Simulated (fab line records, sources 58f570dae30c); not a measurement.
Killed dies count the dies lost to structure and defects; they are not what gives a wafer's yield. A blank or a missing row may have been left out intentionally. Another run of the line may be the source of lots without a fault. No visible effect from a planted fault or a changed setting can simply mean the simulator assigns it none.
Split-lot experiment -- flow berkeley_cmos170 -- 5 lots, 23 wafers read, on a route of 331 steps

SPLIT DETAILS
At UCB170_START_OXIDATION_02 (target thk 20 nm, ox time 1800 s), the setting ox_time_s was moved away from the recipe's 1800 s on 20 of the 23 wafers read, by -7.7% to +14.7%. All remaining wafers had this setting at the recipe value.

Reading taken at the split's own step.

THE READING
SiO2_of_START_OXIDATION_02.thk_nm (the simulator's own value, which no gauge read), in nm, at UCB170_START_OXIDATION_02 (target thk 20 nm, ox time 1800 s). No usual value for it is given in the file. Average 19.82 nm, standard deviation 0.099 nm, over the 3 wafers here run with the recipe.

wafer,"tool, chamber at the split","ox_time_s as run, s",against the recipe,"SiO2_of_START_OXIDATION_02.thk_nm, nm",against lot-mates on the recipe
L076.1,"-, -",1934,+7.4%,21.24,no lot-mate on the recipe
L076.2,"-, -",1934,+7.4%,21.27,no lot-mate on the recipe
L076.3,"-, -",1934,+7.4%,21.08,no lot-mate on the recipe
L076.4,"-, -",1934,+7.4%,21.11,no lot-mate on the recipe
L076.5,"-, -",1934,+7.4%,21.45,no lot-mate on the recipe
L077.2,"-, -",2064,+14.7%,21.6,no lot-mate on the recipe
L077.3,"-, -",2064,+14.7%,21.14,no lot-mate on the recipe
L077.4,"-, -",2064,+14.7%,21.24,no lot-mate on the recipe
L077.5,"-, -",2064,+14.7%,21.45,no lot-mate on the recipe
L077.6,"-, -",2064,+14.7%,21.34,no lot-mate on the recipe
L081.1,"-, -",1661,-7.7%,17.95,no lot-mate on the recipe
L081.2,"-, -",1661,-7.7%,18.43,no lot-mate on the recipe
L081.3,"-, -",1661,-7.7%,18.29,no lot-mate on the recipe
L081.4,"-, -",1661,-7.7%,18.38,no lot-mate on the recipe
L081.5,"-, -",1661,-7.7%,18.4,no lot-mate on the recipe
L083.1,"furnace-02, 0",1800,recipe,19.91,-
L083.3,"furnace-02, 0",1800,recipe,19.68,-
L083.5,"furnace-02, 0",1800,recipe,19.86,-
L085.1,"-, -",1998,+11.0%,22.22,no lot-mate on the recipe
L085.5,"-, -",1998,+11.0%,22.22,no lot-mate on the recipe
L085.6,"-, -",1998,+11.0%,22.22,no lot-mate on the recipe
L085.2,"-, -",1998,+11.0%,22.08,no lot-mate on the recipe
L085.3,"-, -",1998,+11.0%,22.26,no lot-mate on the recipe

THE FIT
A straight line over all 23 wafers: SiO2_of_START_OXIDATION_02.thk_nm changes by +0.161 nm for each +1% of ox_time_s; r = +0.93; the points scatter about the line by 0.54 nm.
Too few moved wafers with a lot-mate on the recipe to fit a line net of each lot's own level.

FILE'S OWN FIT
SiO2_of_START_OXIDATION_02.thk_nm changes by +0.161 nm for each +1% of ox_time_s, r = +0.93.
